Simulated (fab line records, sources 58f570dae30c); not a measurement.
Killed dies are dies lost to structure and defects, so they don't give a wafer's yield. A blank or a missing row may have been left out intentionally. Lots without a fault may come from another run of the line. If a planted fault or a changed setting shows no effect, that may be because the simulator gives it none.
Comparing a struck lot with a sound one || flow berkeley-cmos170 || 13 out of 331 route steps
Sound: these wafers, L133.1, L133.2, L133.5. Struck: wafers L153.1, L153.4, L153.6. The cause is given at the end.
At each step with rows: each side's tool, then ch and its chambers, then its first start. Under that, the readings that differ: sound wafers || struck wafers || difference of the means || sigmas: that difference in standard deviations of wafers without a fault.
alike: words and numbers the same on both sides, and readings whose means are apart by under 2 such deviations; not compared: readings that were withheld, readings missing a value for some wafer, numbers with overlapping values and no deviation given by the record, and bounds like >300 which may hide the same value.
A row with sigmas, a row that says differs or no value, or rows on one side alone: a step with any of these is where the two part. When numbers do not overlap yet have no deviation, they are printed without sigmas and do not part them. A reading that every wafer of one side lacks parts them only if that side has two wafers or more.

first, 1 step without rows for these wafers: UCB170_PFIELD_IMPLANT_07.
UCB170_PFIELD_STRIP_08: strips in O2.
  sound on plasma-asher-01 ch 0,1, day 4 17:29; struck on plasma-asher-03 ch 0,1, day 9 10:04
  alike: drypump-motor-current-A, oes-product-au, strip-time-to-endpoint-s
  not compared: rf-hours-counter-h
UCB170_PFIELD_TW_MEAS_09:
  sound: film-metro-02 at day 4 17:35; struck: film-metro-04 at day 9 10:10
  alike: PFIELD_TW
then, 2 steps without rows for these wafers: UCB170_FIELD_CLEAN_00 (cleans in dHF, time 7.5 s); UCB170_FIELD_OXIDATION_01 (target thk 558.3 nm, ox time 7492 s).
UCB170_FIELD_THK_MEAS_02:
  sound: film-metro-02 at day 4 22:28; struck: film-metro-04 at day 9 20:28
  alike: FIELD_OXIDE_THK
then, 4 steps without rows for these wafers: UCB170_FIELD_ANNEAL_03 (time 1200 s); UCB170_FIELD_WET_ETCH_04 (etches SiO2 in dHF, time 60 s); UCB170_FIELD_WET_ETCH_05 (etches Si3N4 in H3PO4, time 12600 s); UCB170_FIELD_WET_ETCH_06 (etches SiO2 in BOE, time 22 s).
UCB170_FIELD_THK_MEAS_90:
  sound: film-metro-02 at day 5 08:42; struck: film-metro-02 at day 10 06:54
  alike: FIELD_OXIDE_LEFT_1_THK
then, 1 step without rows for these wafers: UCB170_SACOX_CLEAN_00 (cleans in dHF, time 7.5 s).
UCB170_SACOX_OXIDATION_01: target thk 14.4 nm, ox time 2400 s.
  sound on furnace-04 ch 0, day 5 13:14; struck on furnace-04, day 10 12:23
  no value came back on the struck wafers for any of 5 readings (ox-temp-c (C), ox-temp-c-max and others); on the sound wafers ox-temp-c (C) reads 899.6 899.3 900.6

WHERE THEY PART
UCB170_SACOX_OXIDATION_01 only, going by this record.

WHY: what the simulator had put in
Whole step skipped at UCB170_SACOX_OXIDATION_01 on furnace-04, starting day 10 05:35. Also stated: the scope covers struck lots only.
